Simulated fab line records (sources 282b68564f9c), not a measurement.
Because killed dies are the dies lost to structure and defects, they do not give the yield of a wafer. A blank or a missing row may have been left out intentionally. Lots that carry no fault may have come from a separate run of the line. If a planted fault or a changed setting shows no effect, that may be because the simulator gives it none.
Which tool did it? || flow rit_cmos || 15 lots with 45 wafers sampled at 3 steps, on a route of 202 steps

WHAT THE GAUGES READ, wafer by wafer
RIT_M1_RS_MEAS_01: uses a four-point probe to measure.
{"lot": "L134", "measured": "day 3 09:56", "on": "film_metro-03", "M1_AL_RS (ohm/sq)": "0.0734 0.0728 0.0729"}
{"lot": "L135", "measured": "day 3 14:49", "on": "film_metro-04", "M1_AL_RS (ohm/sq)": "0.0735 0.0743 0.0734"}
{"lot": "L136", "measured": "day 3 16:53", "on": "film_metro-03", "M1_AL_RS (ohm/sq)": "0.0740 0.0741 0.0742"}
{"lot": "L138", "measured": "day 4 10:27", "on": "film_metro-04", "M1_AL_RS (ohm/sq)": "0.0737 0.0732 0.0744"}
{"lot": "L140", "measured": "day 4 17:44", "on": "film_metro-02", "M1_AL_RS (ohm/sq)": "0.0750 0.0739 0.0741"}
{"lot": "L139", "measured": "day 4 17:58", "on": "film_metro-03", "M1_AL_RS (ohm/sq)": "0.0742 0.0735 0.0739"}
{"lot": "L142", "measured": "day 5 08:55", "on": "film_metro-04", "M1_AL_RS (ohm/sq)": "0.0725 0.0730 0.0721"}
{"lot": "L145", "measured": "day 5 22:57", "on": "film_metro-03", "M1_AL_RS (ohm/sq)": "- - -"}
{"lot": "L146", "measured": "day 6 01:13", "on": "film_metro-04", "M1_AL_RS (ohm/sq)": "- - -"}
{"lot": "L147", "measured": "day 6 04:16", "on": "film_metro-04", "M1_AL_RS (ohm/sq)": "- - -"}
{"lot": "L149", "measured": "day 6 11:43", "on": "film_metro-03", "M1_AL_RS (ohm/sq)": "0.0736 0.0741 0.0727"}
{"lot": "L154", "measured": "day 7 18:53", "on": "film_metro-03", "M1_AL_RS (ohm/sq)": "0.0730 0.0729 0.0735"}
{"lot": "L155", "measured": "day 7 23:07", "on": "film_metro-02", "M1_AL_RS (ohm/sq)": "0.0746 0.0733 0.0735"}
{"lot": "L156", "measured": "day 8 04:56", "on": "film_metro-04", "M1_AL_RS (ohm/sq)": "0.0727 0.0723 0.0723"}
{"lot": "L157", "measured": "day 8 17:04", "on": "film_metro-04", "M1_AL_RS (ohm/sq)": "0.0729 0.0730 0.0733"}

RIT_M1_THK_MEAS_02: measures by xrf.
{"lot": "L134", "measured": "day 3 10:02", "on": "film_metro-03", "M1_AL_THK (nm)": "410 414 413"}
{"lot": "L135", "measured": "day 3 14:56", "on": "film_metro-04", "M1_AL_THK (nm)": "406 401 405"}
{"lot": "L136", "measured": "day 3 16:59", "on": "film_metro-03", "M1_AL_THK (nm)": "406 408 406"}
{"lot": "L138", "measured": "day 4 10:34", "on": "film_metro-04", "M1_AL_THK (nm)": "404 407 402"}
{"lot": "L140", "measured": "day 4 17:50", "on": "film_metro-02", "M1_AL_THK (nm)": "396 404 402"}
{"lot": "L139", "measured": "day 4 18:04", "on": "film_metro-03", "M1_AL_THK (nm)": "403 407 406"}
{"lot": "L142", "measured": "day 5 09:02", "on": "film_metro-04", "M1_AL_THK (nm)": "415 409 418"}
{"lot": "L145", "measured": "day 5 23:03", "on": "film_metro-03", "M1_AL_THK (nm)": "<1 <1 <1"}
{"lot": "L146", "measured": "day 6 01:19", "on": "film_metro-04", "M1_AL_THK (nm)": "<0 <0 <0"}
{"lot": "L147", "measured": "day 6 04:23", "on": "film_metro-04", "M1_AL_THK (nm)": "<0 <0 <0"}
{"lot": "L149", "measured": "day 6 11:49", "on": "film_metro-03", "M1_AL_THK (nm)": "410 410 414"}
{"lot": "L154", "measured": "day 7 19:01", "on": "film_metro-03", "M1_AL_THK (nm)": "411 413 411"}
{"lot": "L155", "measured": "day 7 23:14", "on": "film_metro-02", "M1_AL_THK (nm)": "396 404 404"}
{"lot": "L156", "measured": "day 8 05:04", "on": "film_metro-04", "M1_AL_THK (nm)": "411 410 413"}
{"lot": "L157", "measured": "day 8 17:11", "on": "film_metro-04", "M1_AL_THK (nm)": "410 407 407"}

WHICH TOOL RAN EACH LOT (tool, then ch and the chambers of the sampled wafers, then the start)
{"lot": "L134", "RIT_M1_SPUTTER_00": "pvd_sputter-01, day 3 09:35"}
{"lot": "L135", "RIT_M1_SPUTTER_00": "pvd_sputter-03, day 3 14:31"}
{"lot": "L136", "RIT_M1_SPUTTER_00": "pvd_sputter-01, day 3 16:33"}
{"lot": "L138", "RIT_M1_SPUTTER_00": "pvd_sputter-03, day 4 10:09"}
{"lot": "L140", "RIT_M1_SPUTTER_00": "pvd_sputter-04, day 4 17:25"}
{"lot": "L139", "RIT_M1_SPUTTER_00": "pvd_sputter-03, day 4 17:39"}
{"lot": "L142", "RIT_M1_SPUTTER_00": "pvd_sputter-03, day 5 08:38"}
{"lot": "L145", "RIT_M1_SPUTTER_00": "pvd_sputter-03, day 5 22:37"}
{"lot": "L146", "RIT_M1_SPUTTER_00": "pvd_sputter-01, day 6 00:53"}
{"lot": "L147", "RIT_M1_SPUTTER_00": "pvd_sputter-03, day 6 03:58"}
{"lot": "L149", "RIT_M1_SPUTTER_00": "pvd_sputter-03, day 6 11:23"}
{"lot": "L154", "RIT_M1_SPUTTER_00": "pvd_sputter-01, day 7 18:36"}
{"lot": "L155", "RIT_M1_SPUTTER_00": "pvd_sputter-03, day 7 22:49"}
{"lot": "L156", "RIT_M1_SPUTTER_00": "pvd_sputter-01, day 8 04:38"}
{"lot": "L157", "RIT_M1_SPUTTER_00": "pvd_sputter-03, day 8 16:46"}
- RIT_M1_SPUTTER_00: material Al, target thk 400 nm, time 500 s.

AS READ BY THE TOOLS THEMSELVES (means over the sampled wafers that have a number; for cases with no such wafer, the mark the record gives instead)
RIT_M1_SPUTTER_00.
{"lot": "L134", "tool": "pvd_sputter-01", "cathode_dc_power_W (W)": 1999.6, "chamber_pressure_pa (Pa)": 0.4003, "throttle_valve_pct (%)": 30.6}
{"lot": "L135", "tool": "pvd_sputter-03", "cathode_dc_power_W (W)": 2000.1, "chamber_pressure_pa (Pa)": 0.4001, "throttle_valve_pct (%)": 30.2}
{"lot": "L136", "tool": "pvd_sputter-01", "cathode_dc_power_W (W)": 2000.2, "chamber_pressure_pa (Pa)": 0.3999, "throttle_valve_pct (%)": 29.6}
{"lot": "L138", "tool": "pvd_sputter-03", "cathode_dc_power_W (W)": 1999.8, "chamber_pressure_pa (Pa)": 0.3998, "throttle_valve_pct (%)": 28.9}
{"lot": "L140", "tool": "pvd_sputter-04", "cathode_dc_power_W (W)": 2000.1, "chamber_pressure_pa (Pa)": 0.3999, "throttle_valve_pct (%)": 30.1}
{"lot": "L139", "tool": "pvd_sputter-03", "cathode_dc_power_W (W)": 2000.1, "chamber_pressure_pa (Pa)": 0.4000, "throttle_valve_pct (%)": 29.2}
{"lot": "L142", "tool": "pvd_sputter-03", "cathode_dc_power_W (W)": 2000.1, "chamber_pressure_pa (Pa)": 0.3999, "throttle_valve_pct (%)": 30.0}
{"lot": "L145", "tool": "pvd_sputter-03", "cathode_dc_power_W (W)": "-", "chamber_pressure_pa (Pa)": "-", "throttle_valve_pct (%)": "-"}
{"lot": "L146", "tool": "pvd_sputter-01", "cathode_dc_power_W (W)": "-", "chamber_pressure_pa (Pa)": "-", "throttle_valve_pct (%)": "-"}
{"lot": "L147", "tool": "pvd_sputter-03", "cathode_dc_power_W (W)": "-", "chamber_pressure_pa (Pa)": "-", "throttle_valve_pct (%)": "-"}
{"lot": "L149", "tool": "pvd_sputter-03", "cathode_dc_power_W (W)": 2000.0, "chamber_pressure_pa (Pa)": 0.3999, "throttle_valve_pct (%)": 29.3}
{"lot": "L154", "tool": "pvd_sputter-01", "cathode_dc_power_W (W)": 2000.1, "chamber_pressure_pa (Pa)": 0.3995, "throttle_valve_pct (%)": 29.8}
{"lot": "L155", "tool": "pvd_sputter-03", "cathode_dc_power_W (W)": 2000.0, "chamber_pressure_pa (Pa)": 0.3993, "throttle_valve_pct (%)": 29.2}
{"lot": "L156", "tool": "pvd_sputter-01", "cathode_dc_power_W (W)": 2000.1, "chamber_pressure_pa (Pa)": 0.4006, "throttle_valve_pct (%)": 30.4}
{"lot": "L157", "tool": "pvd_sputter-03", "cathode_dc_power_W (W)": 2000.0, "chamber_pressure_pa (Pa)": 0.4003, "throttle_valve_pct (%)": 29.7}

THE ANSWER, worked out from the rows above alone
Rule: what is usual is taken from the lots themselves. Put in order of their means at a reading, lots are off if they are a third of the lots or fewer, leave a main group of 4 or more, and stand apart from it by a gap of 3 or more times the standard deviation of the main group's means; of several such gaps the widest counts. A main group is skipped when, at the precision printed for the reading in the tables above, its means are all equal. A lot without any number at a reading at which 4 lots or more have one is off too. All remaining lots with rows at the step are treated as sound. First the gauges in route order, then the tools' own readings, where a lot's mean is used as printed above. The first step at which some lot is off is used, and at that step the reading that is off furthest; a lot without a number counts as furthest.
Off: L145, L146, L147, at RIT_M1_RS_MEAS_01 (M1_AL_RS). Without a number there: L145, L146, L147. Mean 0.0734 ohm/sq and standard deviation 0.00058 in the main group.
If a tool, at a process step before that reading, ran all the lots that are off and no sound lot after the first of them, it fits. The gauges at RIT_M1_RS_MEAS_01 aren't tried: what is off there is off at RIT_M1_SPUTTER_00 too, on other tools, and a gauge's error can't cause that. Of those tried, none fits.

WHAT THE SIMULATOR HAD PUT IN
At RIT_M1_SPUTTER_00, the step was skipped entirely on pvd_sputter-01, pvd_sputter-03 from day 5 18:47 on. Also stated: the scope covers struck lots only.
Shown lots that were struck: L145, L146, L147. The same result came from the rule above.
